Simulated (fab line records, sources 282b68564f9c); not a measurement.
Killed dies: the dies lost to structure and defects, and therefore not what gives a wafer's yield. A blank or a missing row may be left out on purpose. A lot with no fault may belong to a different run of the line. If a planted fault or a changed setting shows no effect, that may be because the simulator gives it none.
Lot-split experiment ; flow rit_cmos ; 23 wafers read across 5 lots, on a route 202 steps long

SPLIT DETAILS
At RIT_ACTIVE_OXIDATION_01 (target thk 46.8 nm, ox time 3360 s), the setting ox_time_s was moved away from the recipe's 3360 s on 15 of the 23 wafers read, by -4.8% to +14.0%. The other wafers ran this setting at the recipe's value.

There is no step in the file separating the split from the reading.

THE READING
ACTIVE_OXIDE_THK (nm), taken at RIT_ACTIVE_THK_MEAS_02. On this fab line, fault-free wafers typically give 46.9 nm with a standard deviation of 1.1 nm.

wafer;tool, chamber at the split;ox_time_s as run, s;against the recipe;ACTIVE_OXIDE_THK, nm;against lot-mates on the recipe
L079.1;-, -;3198;-4.8%;45.9;no lot-mate on the recipe
L079.2;-, -;3198;-4.8%;46.1;no lot-mate on the recipe
L079.3;-, -;3198;-4.8%;45.4;no lot-mate on the recipe
L079.5;-, -;3198;-4.8%;44.8;no lot-mate on the recipe
L079.6;-, -;3198;-4.8%;44.7;no lot-mate on the recipe
L082.1;-, -;3832;+14.0%;52.3;no lot-mate on the recipe
L082.3;-, -;3832;+14.0%;51.0;no lot-mate on the recipe
L082.4;-, -;3832;+14.0%;51.8;no lot-mate on the recipe
L082.5;-, -;3832;+14.0%;51.7;no lot-mate on the recipe
L082.6;-, -;3832;+14.0%;52.1;no lot-mate on the recipe
L083.1;-, -;3780;+12.5%;50.9;no lot-mate on the recipe
L083.2;-, -;3780;+12.5%;50.0;no lot-mate on the recipe
L083.3;-, -;3780;+12.5%;50.1;no lot-mate on the recipe
L083.5;-, -;3780;+12.5%;50.3;no lot-mate on the recipe
L083.6;-, -;3780;+12.5%;51.2;no lot-mate on the recipe
L084.3;furnace-03, 0;3360;recipe;47.0;-
L084.4;furnace-03, 0;3360;recipe;48.2;-
L084.5;furnace-03, 0;3360;recipe;47.8;-
L085.1;-, -;3360;recipe;46.5;-
L085.2;-, -;3360;recipe;46.5;-
L085.3;-, -;3360;recipe;46.6;-
L085.4;-, -;3360;recipe;46.8;-
L085.6;-, -;3360;recipe;46.6;-

THE FIT
A straight line over all 23 wafers: ACTIVE_OXIDE_THK changes by +0.318 nm for each +1% of ox_time_s; r = +0.97; the points scatter about the line by 0.63 nm.
Too few moved wafers have a lot-mate on the recipe to fit a line with each lot's own level taken away.

THE WHOLE CHAIN: every reading that the file lists as answering this split, in the file's order
step;what it does;reading;change (the file's fit);r (the file's)
RIT_ACTIVE_OXIDATION_01;target thk 46.8 nm, ox time 3360 s;SiO2_of_ACTIVE_OXIDATION_01.thk_nm (the simulator's own value, which no gauge read);+0.319 nm for each +1% of the setting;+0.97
RIT_ACTIVE_THK_MEAS_02;;ACTIVE_OXIDE_THK;+0.319 for each +1% of the setting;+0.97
RIT_ACTIVE_ETCH_13;etches Si3N4 in SF6, stops on SiO2, time 210 s, target depth 210 nm;SiO2_of_ACTIVE_OXIDATION_01.thk_nm (the simulator's own value, which no gauge read);+0.325 nm for each +1% of the setting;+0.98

FILE'S OWN FIT
ACTIVE_OXIDE_THK changes by +0.319 nm for each +1% of ox_time_s, r = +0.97.
